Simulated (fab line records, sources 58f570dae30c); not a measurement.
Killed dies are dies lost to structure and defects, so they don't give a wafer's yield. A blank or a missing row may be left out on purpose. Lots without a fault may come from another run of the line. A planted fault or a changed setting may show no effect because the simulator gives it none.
A struck lot beside a sound one | flow berkeley_cmos170 | 23 steps out of a route of 331
Sound: wafers L960.2, L960.3, L960.4. Struck: wafers L967.1, L967.4, L967.6. The cause comes at the end.
At each step with rows: each side's tool, then ch and its chambers, then its first start. Under that, the readings that differ: sound wafers | struck wafers | difference of the means | sigmas: that difference in standard deviations of wafers without a fault.
alike: readings whose means differ by less than 2 such deviations, and words and numbers that are the same on both sides. not compared: withheld readings, readings that some wafer has no value for, bounds like >300 that may hide the same value, and numbers for which the record gives no deviation and whose values overlap.
The two part at a step that has a row with sigmas, a row that says differs or no value, or rows on one side only. Numbers that don't overlap but have no deviation are shown without sigmas and don't part them. A reading that every wafer of one side lacks parts them only if that side has two wafers or more.

UCB170_NWELL_ETCH_13: etches Si3N4 in CH3F/Ar/O2, stops on SiO2, target depth 246.4 nm, time 154 s.
  sound on rie_diel-01 ch 1,2,3, day 3 01:02; struck on rie_diel-02 ch 0,1,3, day 4 13:07
  alike: drypump_motor_current_A, oes_product_au, throttle_valve_pct
  not compared: rf_hours_counter_h
then, 1 step without rows for these wafers: UCB170_NWELL_IMPLANT_14.
UCB170_NWELL_STRIP_15: strips in O2.
  sound on plasma_asher-02 ch 0,1, day 3 01:17; struck on plasma_asher-02 ch 0,1, day 4 13:22
  reading                      | sound             | struck            | difference | sigmas
  strip_time_to_endpoint_s (s) | 18.02 17.87 18.01 | 18.12 18.21 18.03 | +0.15      | +2
  alike: drypump_motor_current_A, oes_product_au
  not compared: rf_hours_counter_h
UCB170_NWELL_TW_MEAS_16:
  sound on film_metro-03, day 3 01:24; struck on film_metro-04, day 4 13:28
  alike: NWELL_TW
then, 6 steps without rows for these wafers: UCB170_NWELL_CLEAN_17 (cleans in SPM, time 600 s); UCB170_NWELL_WET_ETCH_18 (etches Si3N4 in H3PO4, time 14400 s); UCB170_NWELL_WET_ETCH_19 (etches SiO2 in BOE, time 22 s); UCB170_PWELL_CLEAN_00 (cleans in SPM, time 600 s); UCB170_PWELL_CLEAN_01 (cleans in dHF, time 60 s); UCB170_PWELL_OXIDATION_02 (target thk 26.4 nm, ox time 1226 s).
UCB170_PWELL_THK_MEAS_03:
  sound on film_metro-01, day 3 09:47; struck on film_metro-01, day 4 22:35
  alike: PWELL_OXIDE_THK
then, 1 step without rows for these wafers: UCB170_PWELL_ANNEAL_04 (time 900 s).
UCB170_PWELL_CVD_05: deposits Si3N4 from SiH2Cl2/NH3, target thk 220 nm, time 3300 s.
  sound on lpcvd-02 ch 1, day 3 13:29; struck on lpcvd-02 ch 1, day 5 06:10
  alike: nh3_flow_sccm
UCB170_PWELL_THK_MEAS_06:
  sound on film_metro-01, day 3 15:25; struck on film_metro-03, day 5 09:47
  reading                | sound             | struck            | difference | sigmas
  PWELL_NITRIDE_THK (nm) | 217.8 219.6 220.0 | 441.3 442.8 444.9 | +223.9     | +99 or more
then, 6 steps without rows for these wafers: UCB170_PWELL_HMDS_07 (prime time 60 s); UCB170_PWELL_COAT_08 (resist thk 900 nm); UCB170_PWELL_SOFTBAKE_09 (time 60 s); UCB170_PWELL_EXPOSE_10 (exposes mask PWELL, target cd 3000 nm); UCB170_PWELL_PEB_11; UCB170_PWELL_DEVELOP_12 (develop time 45 s).
UCB170_PWELL_OVL_MEAS_13:
  sound on overlay-02, day 3 16:52; struck on overlay-02, day 5 10:55
  reading        | sound | struck   | difference | sigmas
  PWELL_OVL (nm) | 7 4 8 | -5 -9 -5 | -13        | -2
UCB170_PWELL_ETCH_14: etches Si3N4 in CH3F/Ar/O2, stops on SiO2, target depth 242 nm, time 151 s.
  sound on rie_diel-01 ch 0,2,3, day 3 16:53; struck on rie_diel-03 ch 1,3, day 5 11:05
  reading                     | sound             | struck            | difference | sigmas
  drypump_motor_current_A (A) | 5.7 6.5 6.5       | 5.3 5.3 5.3       | -0.9       | -2
  oes_product_au (a.u.)       | 0.921 0.935 0.929 | 0.999 0.983 1.005 | +0.067     | +4
  model.etch.depth_nm (nm)    | 217.8 219.5 219.7 | 241.3 242.5 240.8 | +22.5      |
  alike: throttle_valve_pct
  not compared: rf_hours_counter_h
then, 1 step without rows for these wafers: UCB170_PWELL_IMPLANT_15.

WHERE THEY PART
First at UCB170_NWELL_STRIP_15; last, within this record, at UCB170_PWELL_ETCH_14.

WHY: what the simulator had put in
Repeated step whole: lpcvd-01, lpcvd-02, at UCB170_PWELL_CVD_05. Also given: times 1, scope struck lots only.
